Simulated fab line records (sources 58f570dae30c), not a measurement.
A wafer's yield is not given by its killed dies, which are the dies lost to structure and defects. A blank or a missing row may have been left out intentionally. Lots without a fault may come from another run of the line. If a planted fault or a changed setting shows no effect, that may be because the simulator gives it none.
Comparing a struck lot with a sound one / flow berkeley cmos170 / 19 steps out of a route of 331
Sound: wafers L918.1, L918.2, L918.5. Wafers struck: L929.1, L929.2, L929.3. The cause comes at the end.
Per side, at each step with rows, come the tool, then ch with its chambers, and then its first start. Under that, the readings that differ: sound wafers / struck wafers / difference of the means / sigmas: that difference in standard deviations of wafers without a fault.
alike: words and numbers the same on both sides, and readings whose means are apart by under 2 such deviations; not compared: readings that were withheld, readings missing a value for some wafer, numbers with overlapping values and no deviation given by the record, and bounds like >300 which may hide the same value.
The two part at a step that has a row with sigmas, a row that says differs or no value, or rows on one side only. Numbers that don't overlap but have no deviation are shown without sigmas and don't part them. Lack of a reading on every wafer of one side parts them only where that side has two or more wafers.

first, 1 step without rows for these wafers: UCB170_M2_PRE_CLEAN_00 (preclean etch time 60 s).
UCB170_M2_SPUTTER_01: material Al, target thk 900 nm, time 120 s.
  sound: pvd sputter-04 at day 8 17:01; struck: pvd sputter-03 at day 12 11:31
  alike: throttle valve pct
UCB170_M2_RS_MEAS_02: measurement is done with a four-point probe.
  sound: film metro-04 at day 8 17:07; struck: film metro-03 at day 12 11:37
  alike: M2_AL_RS
UCB170_M2_THK_MEAS_03: measures by xrf.
  sound: film metro-04 at day 8 17:14; struck: film metro-03 at day 12 11:44
  alike: M2_AL_THK
then, 3 steps without rows for these wafers: UCB170_M2_HMDS_04 (prime time 60 s); UCB170_M2_COAT_05 (resist thk 900 nm); UCB170_M2_SOFTBAKE_06 (time 60 s).
UCB170_M2_STRIP_07: strips in O2.
  sound on plasma asher-04 ch 0,1, day 8 18:35; struck on plasma asher-04 ch 0,1, day 12 12:21
  alike: drypump motor current A, o2 flow sccm, oes product au, strip time to endpoint s
  not compared: rf hours counter h
then, 4 steps without rows for these wafers: UCB170_M2_STRIP_08 (strips KrF in DMSO, time 600 s); UCB170_M2_COAT_09; UCB170_M2_COAT_10 (resist thk 900 nm); UCB170_M2_SOFTBAKE_11 (time 60 s).
UCB170_M2_EXPOSE_12: exposes mask METAL2, target cd 700 nm.
  sound on krf scanner-01 ch 0, day 8 20:07; struck on krf scanner-01 ch 0, day 12 13:35
reading=model.M2.overlay x nm (nm); sound=0.4544 0.4544 0.4544; struck=121.6 121.6 121.6; difference=+121.1; sigmas=
  alike: mask
then, 2 steps without rows for these wafers: UCB170_M2_PEB_13; UCB170_M2_DEVELOP_14 (develop time 45 s).
UCB170_M2_CD_MEAS_15 targets a cd of 700 nm.
  sound: cd sem-02 at day 8 20:51; struck: cd sem-01 at day 12 13:58
  alike: cd nm
UCB170_M2_OVL_MEAS_16:
  sound: overlay-02 at day 8 20:58; struck: overlay-01 at day 12 14:05
reading=M2_OVL (nm); sound=-8 -3 -6; struck=125 119 127; difference=+129; sigmas=+28
UCB170_M2_ETCH_17: etches BARC in N2/H2.
  sound on rie diel-03 ch 0,3, day 8 21:01; struck on rie diel-02 ch 0,1,3, day 12 14:08
  alike: drypump motor current A, n2 flow sccm, oes product au, throttle valve pct
UCB170_M3_PROBE_99:
  rows exist in the record for the struck wafers here (prober-02, day 12 20:50), but not for the sound ones

## WHERE THEY PART
Last at UCB170_M3_PROBE_99 as far as this record goes, first at UCB170_M2_OVL_MEAS_16.

WHY: the cause the simulator had injected
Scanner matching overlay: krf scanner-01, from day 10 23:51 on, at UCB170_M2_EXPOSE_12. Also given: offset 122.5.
